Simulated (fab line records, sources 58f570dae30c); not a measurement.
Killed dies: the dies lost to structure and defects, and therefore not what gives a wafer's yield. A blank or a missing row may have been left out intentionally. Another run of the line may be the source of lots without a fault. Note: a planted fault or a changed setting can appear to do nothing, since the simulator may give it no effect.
fab line records	flow berkeley-cmos170
record lots=15	wafers=45	last-day=12
route steps=331 shown START@1 PWELL@44 PVT@121 PLDD@155
lots that met no fault: taken from a fault-free run of the same line
start-h: hours from the record's first day to the start of the lot's first wafer shown	wait-h: hours from the lot's prior step to this one	" same as the row above	L1.1+2: a row that stands for several wafers	- no value, or no start was given	* or withheld: withheld	< > ~ a bound
route shown NAME@n: a module of which the file shows steps, and the number in the route of the first	usual: mean/standard deviation taken from wafers without a fault	same: alike in all rows	chamber/n: place in a boat	sites: readings site by site	_std_site: the standard deviation of these	_edge_site: mean of outer sites minus mean of inner sites	radius-mm: for every site, how far away it sits from the centre of the wafer	mask NAME#n: copy n	behind: the tool/chamber that last shaped the wafer	hold: why the lot went on hold/how many hours it stayed there/how the hold came to an end	device: names the non-switching transistor (n, p or np)	end of line: the same wafers' tests at the end of the route	a step without rows: its recipe alone	killed: the dies lost at the first sort to structure and to defects; this is not the yield of the wafer	map: shows each die of a wafer: x if killed, . if not, _ if none is there
set.NAME: the setting the step ran with; set.NAME@STEP: the setting that earlier step ran with	model.NAME: the simulator's own value behind a step, which no gauge read
a sample of lots followed through the steps of the route, with each step as a table and each wafer as a row
services: the hour from which a tool's chamber was out of use, counted from the record's first day as start-h (under 0 if before that day), plus the number of hours and why
## steps
# step UCB170_START_BOW_MEAS_00
# recipe mode=bow
# usual INCOMING_BOW=0/6.4
lot.wafer	tool	chamber	start-h	wait-h	INCOMING_BOW[um]
L523.1	film-metro-02	-	10.00	-	-9
L523.3	"	-	"	"	2
L523.5	"	-	"	"	1
L524.2	film-metro-02	-	15.02	-	1
L524.3	"	-	"	"	3
L524.5	"	-	"	"	8
L525.3	film-metro-02	-	20.04	-	0
L525.4	"	-	"	"	4
L525.6	"	-	"	"	8
L528.1	film-metro-02	-	35.00	-	8
L528.2	"	-	"	"	9
L528.3	"	-	"	"	-2
L533.3	film-metro-03	-	60.04	-	-4
L533.4	"	-	"	"	-3
L533.6	"	-	"	"	-5
L534.2	film-metro-03	-	65.02	-	6
L534.3	"	-	"	"	4
L534.4	"	-	"	"	7
L535.1	film-metro-02	-	70.00	-	-9
L535.5	"	-	"	"	4
L535.6	"	-	"	"	-2
L538.2	film-metro-03	-	85.02	-	7
L538.4	"	-	"	"	5
L538.5	"	-	"	"	5
L540.2	film-metro-03	-	95.02	-	-7
L540.5	"	-	"	"	4
L540.6	"	-	"	"	0
L541.3	film-metro-04	-	100.04	-	-8
L541.5	"	-	"	"	5
L541.6	"	-	"	"	-9
L542.1	film-metro-04	-	105.00	-	-1
L542.4	"	-	"	"	-11
L542.6	"	-	"	"	7
L543.2	film-metro-02	-	110.02	-	18
L543.4	"	-	"	"	2
L543.5	"	-	"	"	6
L544.2	film-metro-03	-	115.02	-	7
L544.3	"	-	"	"	-1
L544.6	"	-	"	"	-1
L545.1	film-metro-02	-	120.00	-	-4
L545.4	"	-	"	"	-6
L545.5	"	-	"	"	0
L546.2	film-metro-04	-	125.02	-	1
L546.3	"	-	"	"	3
L546.4	"	-	"	"	-11
# step UCB170_PWELL_EXPOSE_10
# recipe mask-id=PWELL	target-cd-nm=3000	na=0.5	sigma-outer=0.6	source-shape=conventional	dose-mj=19
# usual exposure-dose-mJ-cm2=19.000/0.019	focus-offset-nm=0.0/0.51	na=0.5/0
lot.wafer	tool	chamber	start-h	wait-h	mask	exposure-dose-mJ-cm2	focus-offset-nm	na
L523.1	krf-scanner-01	0	50.43	0.2	PWELL#0	19.017	0.0	0.5
L523.3	"	0	"	"	PWELL#0	19.007	-0.2	0.5
L523.5	"	0	"	"	PWELL#0	18.988	-0.6	0.5
L525.3	krf-scanner-02	0	61.25	0.3	PWELL#0	18.980	-0.9	0.5
L525.4	"	0	"	"	PWELL#0	19.011	-0.4	0.5
L525.6	"	0	"	"	PWELL#0	18.992	0.0	0.5
L524.2	krf-scanner-01	0	61.47	0.2	PWELL#0	19.002	1.0	0.5
L524.3	"	0	"	"	PWELL#0	19.015	0.0	0.5
L524.5	"	0	"	"	PWELL#0	18.988	0.4	0.5
L528.1	krf-scanner-02	0	79.49	0.2	PWELL#0	18.998	0.7	0.5
L528.2	"	0	"	"	PWELL#0	18.997	0.5	0.5
L528.3	"	0	"	"	PWELL#0	19.003	0.9	0.5
L533.3	krf-scanner-01	-	105.73	0.1	PWELL#0	-	-	-
L533.4	"	-	"	"	PWELL#0	-	-	-
L533.6	"	-	"	"	PWELL#0	-	-	-
L535.1	krf-scanner-01	-	110.98	0.1	PWELL#0	-	-	-
L535.5	"	-	"	"	PWELL#0	-	-	-
L535.6	"	-	"	"	PWELL#0	-	-	-
L534.2	krf-scanner-02	-	111.24	0.3	PWELL#0	-	-	-
L534.3	"	-	"	"	PWELL#0	-	-	-
L534.4	"	-	"	"	PWELL#0	-	-	-
L538.2	krf-scanner-01	0	124.69	0.1	PWELL#0	18.988	-0.2	0.5
L538.4	"	0	"	"	PWELL#0	19.006	0.3	0.5
L538.5	"	0	"	"	PWELL#0	19.012	0.3	0.5
L540.2	krf-scanner-02	0	134.43	0.2	PWELL#0	18.975	0.2	0.5
L540.5	"	0	"	"	PWELL#0	19.003	0.4	0.5
L540.6	"	0	"	"	PWELL#0	18.978	0.5	0.5
L542.1	krf-scanner-01	0	134.65	0.5	PWELL#0	18.978	0.1	0.5
L542.4	"	0	"	"	PWELL#0	18.988	0.5	0.5
L542.6	"	0	"	"	PWELL#0	18.982	-0.3	0.5
L541.3	krf-scanner-01	0	134.81	0.4	PWELL#0	18.979	-0.9	0.5
L541.5	"	0	"	"	PWELL#0	18.987	-0.8	0.5
L541.6	"	0	"	"	PWELL#0	19.000	-0.3	0.5
L543.2	krf-scanner-02	0	146.19	0.1	PWELL#0	19.005	0.0	0.5
L543.4	"	0	"	"	PWELL#0	19.024	-1.1	0.5
L543.5	"	0	"	"	PWELL#0	19.025	-0.2	0.5
L544.2	krf-scanner-02	0	158.10	0.1	PWELL#0	18.947	-0.6	0.5
L544.3	"	0	"	"	PWELL#0	18.983	-0.2	0.5
L544.6	"	0	"	"	PWELL#0	18.963	0.2	0.5
L545.1	krf-scanner-02	0	158.20	0.2	PWELL#0	18.996	-0.2	0.5
L545.4	"	0	"	"	PWELL#0	19.012	0.0	0.5
L545.5	"	0	"	"	PWELL#0	18.980	-0.2	0.5
L546.2	krf-scanner-02	0	170.39	0.1	PWELL#0	19.026	0.3	0.5
L546.3	"	0	"	"	PWELL#0	18.984	-0.7	0.5
L546.4	"	0	"	"	PWELL#0	19.023	-0.2	0.5
# step UCB170_PVT_OVL_MEAS_06
# usual PVT_OVL=-3/5.5
lot.wafer	tool	chamber	start-h	wait-h	PVT_OVL[nm]
L523.1	overlay-02	-	121.18	-	-4
L523.3	"	-	"	"	0
L523.5	"	-	"	"	1
L524.2	overlay-02	-	124.07	-	-16
L524.3	"	-	"	"	0
L524.5	"	-	"	"	-4
L525.3	overlay-02	-	124.35	-	-3
L525.4	"	-	"	"	-5
L525.6	"	-	"	"	-9
L528.1	overlay-01	-	141.39	-	-2
L528.2	"	-	"	"	-4
L528.3	"	-	"	"	-3
L538.2	overlay-02	-	185.36	-	-11
L538.4	"	-	"	"	-6
L538.5	"	-	"	"	-12
L542.1	overlay-01	-	196.04	-	-2
L542.4	"	-	"	"	1
L542.6	"	-	"	"	12
L540.2	overlay-02	-	196.18	-	-1
L540.5	"	-	"	"	-5
L540.6	"	-	"	"	10
L541.3	overlay-02	-	196.46	-	-7
L541.5	"	-	"	"	2
L541.6	"	-	"	"	-10
L543.2	overlay-02	-	210.42	-	-9
L543.4	"	-	"	"	2
L543.5	"	-	"	"	-3
L544.2	overlay-01	-	219.45	-	-1
L544.3	"	-	"	"	-7
L544.6	"	-	"	"	3
L545.1	overlay-01	-	220.17	-	-1
L545.4	"	-	"	"	-4
L545.5	"	-	"	"	0
L546.2	overlay-02	-	236.50	-	-1
L546.3	"	-	"	"	-1
L546.4	"	-	"	"	2
# step UCB170_PLDD_STRIP_10
# recipe chemistry=O2	power-w=400	pressure-mtorr=3500	platen-temp-c=withheld	o2-flow-sccm=400	overash-fraction=0.5
# usual drypump-motor-current-A=5.9/0.4	o2-flow-sccm=400.0/1.1	oes-product-au=0.735/0.0046	strip-time-to-endpoint-s=21.65/0.068
lot.wafer	tool	chamber	start-h	wait-h	drypump-motor-current-A	o2-flow-sccm	oes-product-au	rf-hours-counter-h	strip-time-to-endpoint-s
L523.1	plasma-asher-01	0	135.48	0.1	6.0	401.5	0.734	44	21.65
L523.3	"	0	"	"	6.0	399.0	0.726	-	21.61
L523.5	"	0	"	"	6.0	400.2	0.737	-	21.63
L524.2	plasma-asher-01	1	135.77	0.1	5.5	402.2	0.732	44	21.64
L524.3	"	0	"	"	6.0	402.2	0.731	-	21.63
L524.5	"	1	"	"	5.5	399.3	0.735	-	21.63
L525.3	plasma-asher-03	0	135.79	0.1	6.1	398.8	0.735	-	21.73
L525.4	"	1	"	"	6.3	400.4	0.738	-	21.67
L525.6	"	0	"	"	6.1	400.0	0.735	-	21.73
L528.1	plasma-asher-01	1	157.11	0.1	5.5	399.6	0.736	46	21.62
L528.2	"	0	"	"	6.0	400.1	0.734	46	21.64
L528.3	"	1	"	"	5.5	398.5	0.729	-	21.57
L538.2	plasma-asher-04	0	199.48	0.1	6.2	401.1	0.731	52	21.70
L538.4	"	1	"	"	5.2	400.6	0.730	-	21.74
L538.5	"	1	"	"	5.2	399.8	0.736	-	21.70
L542.1	plasma-asher-04	1	208.97	0.2	5.3	398.7	0.730	53	21.74
L542.4	"	1	"	"	5.3	399.2	0.743	-	21.78
L542.6	"	0	"	"	6.2	399.9	0.739	-	21.76
L541.3	plasma-asher-04	0	209.63	0.1	6.1	398.6	0.735	-	21.54
L541.5	"	0	"	"	6.2	400.1	0.737	-	21.61
L541.6	"	1	"	"	5.3	400.5	0.742	-	21.65
L540.2	plasma-asher-03	1	209.87	0.1	6.3	399.8	0.729	11	21.60
L540.5	"	1	"	"	6.2	401.5	0.731	-	21.60
L540.6	"	0	"	"	6.1	400.8	0.723	-	21.69
L543.2	plasma-asher-01	1	225.80	0.1	5.5	399.4	0.737	51	21.63
L543.4	"	0	"	"	6.0	401.6	0.731	-	21.58
L543.5	"	0	"	"	6.0	401.7	0.744	-	21.66
L544.2	plasma-asher-01	1	237.70	0.1	5.5	399.3	0.731	53	21.59
L544.3	"	0	"	"	6.0	399.0	0.733	-	21.71
L544.6	"	1	"	"	5.5	400.5	0.732	-	21.65
L545.1	plasma-asher-04	1	237.81	0.1	5.2	399.1	0.732	57	21.63
L545.4	"	1	"	"	5.2	399.4	0.740	-	21.63
L545.5	"	0	"	"	6.2	398.7	0.733	-	21.67
L546.2	plasma-asher-03	1	250.09	0.1	6.3	402.6	0.736	16	21.46
L546.3	"	1	"	"	6.3	402.6	0.735	-	21.60
L546.4	"	0	"	"	6.1	400.5	0.729	-	21.56
## services
tool	chamber	start-h	hours	kind
krf-scanner-01	0	27.49	-	calibration
krf-scanner-02	-	41.06	0.8	pm
krf-scanner-02	0	48.96	-	calibration
krf-scanner-01	-	49.78	0.5	repair
krf-scanner-01	-	60.50	0.2	repair
krf-scanner-01	-	74.54	0.8	pm
plasma-asher-03	-	108.75	9.0	pm
plasma-asher-03	0	108.75	9.0	vent-cycle
plasma-asher-03	1	108.75	9.0	vent-cycle
krf-scanner-02	-	117.47	1.0	pm
plasma-asher-03	0	117.75	-	clean
plasma-asher-03	1	117.75	-	clean
krf-scanner-01	-	150.76	1.3	pm
krf-scanner-01	-	154.29	4.4	pm
plasma-asher-01	-	161.52	28.1	pm
krf-scanner-02	-	176.66	1.3	pm
krf-scanner-01	-	184.15	1.0	pm
krf-scanner-01	0	198.26	-	calibration
krf-scanner-02	-	209.86	0.8	pm
plasma-asher-03	-	219.57	4.3	repair
krf-scanner-02	0	227.38	-	calibration
krf-scanner-01	-	243.26	0.8	pm
plasma-asher-04	-	247.33	1.2	repair
## key
first-sign step=UCB170_PWELL_EXPOSE_10	reading=tool-record	direction=missing
effect none on later readings
met-at UCB170_PWELL_EXPOSE_10
struck-lots L533,L534,L535
later-rows-left-out L533.3,L533.4,L533.6,L534.2,L534.3,L534.4,L535.1,L535.5,L535.6
sort-left-out L533.3,L533.4,L533.6,L534.2,L534.3,L534.4,L535.1,L535.5,L535.6
tester-left-out L533,L534,L535
not-acting-at UCB170_START_BOW_MEAS_00,UCB170_PVT_OVL_MEAS_06,UCB170_PLDD_STRIP_10
onset-between 79.49 105.73
fault kind=skipped-step-whole	tool=krf-scanner-01,krf-scanner-02	chamber=-	onset-h=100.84	steps=UCB170_PWELL_EXPOSE_10	scope=struck-lots-only
# tester-left-out: of these lots the tester's yield and bins aren't shown, on N5 and GAA mostly nor the transistor test; their killed dies are dies lost to structure and defects alone, not to doping, threshold or leakage, so they don't give the yield
# sort-left-out: the simulated sort isn't trusted on such a fault, so these wafers' sort isn't shown, and their yield isn't known
# later-rows-left-out: the simulator's readings of these wafers behind a module that went badly wrong aren't trusted and aren't shown, but for the sort
